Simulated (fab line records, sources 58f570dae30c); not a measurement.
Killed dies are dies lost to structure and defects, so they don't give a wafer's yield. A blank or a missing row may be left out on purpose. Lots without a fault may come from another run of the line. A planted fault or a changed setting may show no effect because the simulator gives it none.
Problem report in the 8D (eight disciplines) form, filled by code | flow berkeley_cmos170 | the parts of the form that need people (team, actions taken, sign-off) are left out

1. THE PROBLEM
NLDD_TW at UCB170_NLDD_TW_MEAS_11 reads a mean of 2080 on 6 wafers of 2 lots; wafers without a fault read 2205 with a standard deviation of 22. That is -5.7 standard deviations from the usual mean.
First seen on wafer L232.1, day 8 07:46, on film_metro-01. The record holds 42 wafers of 14 lots with a number at this step. Rule for "out", or "out of limits": more than 4 standard deviations from the usual mean. The other wafers with a number count as sound.

2. WHAT IT IS AND WHAT IT IS NOT
question                    | is                           | is not
which readings at this step | NLDD_TW                      | -
which lots                  | L232, L234                   | L228, L229, L230, L231, L233, L235, L244, L245, L247, L249, L250, L251
which wafers of those lots  | all that have a number       | -
read on which gauges        | film_metro-01, film_metro-02 | film_metro-03
when                        | from day 8 07:46             | up to then (15 sound wafers); but 21 sound wafers of L235, L244, L245, L247, L249, L250, L251 came after

3. SUSPECTS, AND WHAT RULES EACH OUT
Counting: a tool at a process step up to the reading stays a suspect if it ran every lot that is out and no sound lot after the first of them.
- the gauge at UCB170_NLDD_TW_MEAS_11: ruled out. The wafers that are out were read on 2 gauges (film_metro-01, film_metro-02).
- implanter-01 at UCB170_NLDD_IMPLANT_09: ruled out as a lasting fault. Sound lots L251 ran on it after its first lot that is out, L232 (day 8 07:31).
Left after counting: nothing in the record.

4. THE CAUSE (what the simulator had put in)
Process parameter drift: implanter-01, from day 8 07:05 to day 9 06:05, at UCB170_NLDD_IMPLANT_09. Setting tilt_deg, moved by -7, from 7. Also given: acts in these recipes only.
Counting ruled it out, wrongly: the rule takes a fault to strike every lot that its tool runs from its start on, and this one did not.

5. THE CHAIN OF EFFECTS, in route order
Each row: a reading whose mean over the struck wafers that have a number lies more than 3 standard deviations from the usual. Only readings for which the record gives a usual standard deviation are gone through. hours: the time from each lot's start at the first step in this table that gives one to its start at this step, as a median over the lots. sigmas: the change in usual standard deviations.
hours | step                       | reading  | usual         | on struck wafers | change | sigmas
0     | UCB170_NLDD_IMPLANT_09     | tilt_deg | 6.997 degrees | -0.012           | -7.009 | -99 or more
0     | UCB170_NLDD_TW_MEAS_11     | NLDD_TW  | 2205          | 2080             | -125   | -5.7
12    | UCB170_SDANNEAL_RS_MEAS_05 | NLDD_RS  | 617.1 ohm/sq  | 537.9            | -79.2  | -66
The process steps in it:
- UCB170_NLDD_IMPLANT_09

6. WHAT WOULD HAVE CAUGHT IT SOONER
In this record the first reading out of limits at a measuring or inspecting step was taken at day 8 07:46, 1 hour after the fault began at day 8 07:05.
The tool's own readings at UCB170_NLDD_IMPLANT_09 were out on every struck wafer that the step has a row for (tilt_deg): an alarm limit on them would have fired on the first of those.
